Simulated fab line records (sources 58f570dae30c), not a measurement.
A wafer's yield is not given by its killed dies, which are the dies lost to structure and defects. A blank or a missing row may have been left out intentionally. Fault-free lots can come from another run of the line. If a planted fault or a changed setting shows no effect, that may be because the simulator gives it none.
Which tool was responsible?    flow berkeley_cmos170    7 lots with 21 wafers sampled at 3 steps, on a route of 331 steps

WHAT THE GAUGES READ, wafer by wafer
UCB170_M2_CD_MEAS_15: target cd 700 nm.
lot   measured      on         cd_nm (nm)
L778  day 7 15:06   cd_sem-02  701.5 702.2 701.0
L779  day 8 03:58   cd_sem-01  698.7 697.9 700.1
L781  day 8 15:42   cd_sem-01  700.4 699.3 700.7
L783  day 9 08:35   cd_sem-02  700.4 701.3 702.1
L785  day 10 01:40  cd_sem-01  699.6 699.0 697.6
L793  day 11 04:41  cd_sem-02  695.6 695.2 695.5
L798  day 12 08:14  cd_sem-02  700.5 698.8 698.6

WHAT TOOL EACH LOT RAN ON (gives the tool, then ch and the chambers of the sampled wafers, and finally the start)
lot   UCB170_M1_ETCH_11                   UCB170_M2_COAT_10
L778  rie_diel-04 ch 0,1,3, day 7 04:38   litho_track-04 ch 0, day 7 14:00
L779  rie_diel-02 ch 0,1,3, day 7 16:54   litho_track-04 ch 0, day 8 03:00
L781  rie_diel-02 ch 0,1,2, day 8 04:45   litho_track-01 ch 0, day 8 14:00
L783  rie_diel-04 ch 0,3, day 8 21:24     litho_track-03 ch 0, day 9 07:00
L785  rie_diel-03 ch 0,2,3, day 9 14:15   litho_track-03 ch 0, day 10 00:00
L793  rie_diel-04 ch 0,2,3, day 10 18:58  litho_track-04 ch 0, day 11 03:00
L798  rie_diel-02 ch 1,3, day 11 22:19    litho_track-03 ch 0, day 12 07:00
- UCB170_M1_ETCH_11: etches BARC in N2/H2.
- UCB170_M2_COAT_10: resist thk 900 nm.

THE ANSWER, worked out from the rows above alone
Rule: the lots themselves supply what counts as usual. The widest of any qualifying gaps counts: lots, ordered by their means at a reading, are off when they make up no more than a third of the lots, leave a main group of 4 or more, and stand apart from it by 3 or more times the standard deviation of that group's means. If all means in a main group match to the digits the tables above print for the reading, that group is not used. Also off: a lot with no number at a reading for which 4 or more lots have one. Any other lot the step has rows for is counted as sound.
Nothing can be told from this: no lot is off at any reading shown.

WHAT HAD BEEN PUT IN BY THE SIMULATOR
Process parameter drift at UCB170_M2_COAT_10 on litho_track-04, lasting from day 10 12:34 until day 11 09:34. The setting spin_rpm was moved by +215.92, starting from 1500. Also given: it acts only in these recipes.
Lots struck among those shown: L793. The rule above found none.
